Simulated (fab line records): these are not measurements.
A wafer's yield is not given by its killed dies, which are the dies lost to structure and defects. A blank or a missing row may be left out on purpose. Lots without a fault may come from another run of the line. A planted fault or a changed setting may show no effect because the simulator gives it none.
Which of the tools did it? :: flow berkeley_cmos170 :: Sampling: 14 lots, 42 wafers, 2 of 331 route steps

== WHAT THE GAUGES SHOWED, per wafer ==
UCB170_M3_CD_MEAS_15: the cd target is 700 nm.
lot: L764
measured: day 7 15:56
on: cd_sem-02
cd_nm (nm): 696.7 697.9 696.6

lot: L765
measured: day 8 08:08
on: cd_sem-01
cd_nm (nm): 699.5 699.4 699.5

lot: L766
measured: day 8 16:16
on: cd_sem-01
cd_nm (nm): 702.4 700.6 702.5

lot: L771
measured: day 9 03:43
on: cd_sem-01
cd_nm (nm): 701.9 701.7 699.4

lot: L768
measured: day 9 08:41
on: cd_sem-01
cd_nm (nm): 699.9 700.5 700.4

lot: L770
measured: day 9 08:48
on: cd_sem-01
cd_nm (nm): 700.9 700.6 699.7

lot: L772
measured: day 9 14:18
on: cd_sem-02
cd_nm (nm): 701.5 701.7 700.8

lot: L773
measured: day 9 15:56
on: cd_sem-01
cd_nm (nm): 700.4 698.5 700.3

lot: L775
measured: day 10 02:19
on: cd_sem-02
cd_nm (nm): 700.8 700.8 701.1

lot: L779
measured: day 10 20:28
on: cd_sem-02
cd_nm (nm): 711.3 711.0 711.5

lot: L782
measured: day 11 11:31
on: cd_sem-01
cd_nm (nm): 701.8 701.8 702.9

lot: L783
measured: day 11 17:44
on: cd_sem-02
cd_nm (nm): 712.8 712.3 711.4

lot: L784
measured: day 11 21:47
on: cd_sem-02
cd_nm (nm): 698.1 697.2 698.1

lot: L786
measured: day 11 22:24
on: cd_sem-02
cd_nm (nm): 699.7 699.9 699.9

== EACH LOT AND THE TOOL THAT RAN IT (in order: tool; ch and the chambers of the sampled wafers; start) ==
lot: L764
UCB170_M3_SOFTBAKE_11: litho_track-02 ch 0, day 7 15:00

lot: L765
UCB170_M3_SOFTBAKE_11: litho_track-02 ch 0, day 8 06:00

lot: L766
UCB170_M3_SOFTBAKE_11: litho_track-04 ch 0, day 8 15:00

lot: L771
UCB170_M3_SOFTBAKE_11: litho_track-04 ch 0, day 9 02:00

lot: L768
UCB170_M3_SOFTBAKE_11: litho_track-01 ch 0, day 9 07:00

lot: L770
UCB170_M3_SOFTBAKE_11: litho_track-02 ch 0, day 9 07:00

lot: L772
UCB170_M3_SOFTBAKE_11: litho_track-04 ch 0, day 9 13:00

lot: L773
UCB170_M3_SOFTBAKE_11: litho_track-04 ch 0, day 9 15:00

lot: L775
UCB170_M3_SOFTBAKE_11: litho_track-04 ch 0, day 10 01:00

lot: L779
UCB170_M3_SOFTBAKE_11: litho_track-04 ch 0, day 10 19:00

lot: L782
UCB170_M3_SOFTBAKE_11: litho_track-01 ch 0, day 11 10:00

lot: L783
UCB170_M3_SOFTBAKE_11: litho_track-04 ch 0, day 11 17:00

lot: L784
UCB170_M3_SOFTBAKE_11: litho_track-02 ch 0, day 11 21:00

lot: L786
UCB170_M3_SOFTBAKE_11: litho_track-01 ch 0, day 11 21:00
- UCB170_M3_SOFTBAKE_11: time 60 s.

== AS READ BY THE TOOLS THEMSELVES (means over the sampled wafers that have a number; for cases with no such wafer, the mark the record gives instead) ==
UCB170_M3_SOFTBAKE_11.
lot: L764
tool: litho_track-02
heater_power_total_W (W): 56.82
plate_temp_C (C): 129.91

lot: L765
tool: litho_track-02
heater_power_total_W (W): 56.84
plate_temp_C (C): 129.95

lot: L766
tool: litho_track-04
heater_power_total_W (W): 56.77
plate_temp_C (C): 129.86

lot: L771
tool: litho_track-04
heater_power_total_W (W): 56.80
plate_temp_C (C): 129.91

lot: L768
tool: litho_track-01
heater_power_total_W (W): 56.80
plate_temp_C (C): 130.11

lot: L770
tool: litho_track-02
heater_power_total_W (W): 56.83
plate_temp_C (C): 130.10

lot: L772
tool: litho_track-04
heater_power_total_W (W): 56.82
plate_temp_C (C): 129.94

lot: L773
tool: litho_track-04
heater_power_total_W (W): 56.81
plate_temp_C (C): 130.03

lot: L775
tool: litho_track-04
heater_power_total_W (W): 56.84
plate_temp_C (C): 129.96

lot: L779
tool: litho_track-04
heater_power_total_W (W): 53.65
plate_temp_C (C): 124.43

lot: L782
tool: litho_track-01
heater_power_total_W (W): 56.87
plate_temp_C (C): 129.99

lot: L783
tool: litho_track-04
heater_power_total_W (W): 53.63
plate_temp_C (C): 124.33

lot: L784
tool: litho_track-02
heater_power_total_W (W): 56.81
plate_temp_C (C): 129.85

lot: L786
tool: litho_track-01
heater_power_total_W (W): 56.81
plate_temp_C (C): 130.09

== THE ANSWER, worked out from the rows above alone ==
Rule: the usual values come from the lots themselves. The widest of any qualifying gaps counts: lots, ordered by their means at a reading, are off when they make up no more than a third of the lots, leave a main group of 4 or more, and stand apart from it by 3 or more times the standard deviation of that group's means. A main group whose means are all the same, to the digits that the tables above print for the reading, isn't used. Also off: a lot with no number at a reading for which 4 or more lots have one. The other lots that the step has rows for count as sound. The gauges are gone through in route order, then the tools' own readings, and for those a lot's mean is taken as printed above. The first step at which some lot is off is used, and at that step the reading that is off furthest; a lot without a number counts as furthest.
Off, at UCB170_M3_CD_MEAS_15 on cd_nm: L779, L783. The main group has a mean of 700.1 nm with a standard deviation of 1.5.
If a tool, at a process step before that reading, ran all the lots that are off and no sound lot after the first of them, it fits. The gauges at UCB170_M3_CD_MEAS_15 aren't tried: what is off there is off at UCB170_M3_SOFTBAKE_11 too, on other tools, and a gauge's error can't cause that. One fits: litho_track-04 at UCB170_M3_SOFTBAKE_11. A fault onset in the window from L775 (day 10 01:00, its last sound lot) to L779 (day 10 19:00, its first lot off) fits.
The tool's own readings at UCB170_M3_SOFTBAKE_11 bear it out: on the lots that are off they differ by more than 5 times the standard deviation of the sound lots' means. heater_power_total_W reads 53.64 W there against 56.82 W on the sound lots; plate_temp_C reads 124.38 C there against 129.97 C on the sound lots.

== WHAT THE SIMULATOR PUT IN ==
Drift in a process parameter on litho_track-04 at UCB170_M3_SOFTBAKE_11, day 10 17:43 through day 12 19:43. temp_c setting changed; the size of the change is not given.
Lots struck among those shown: L779, L783. This agrees with what the rule above found.
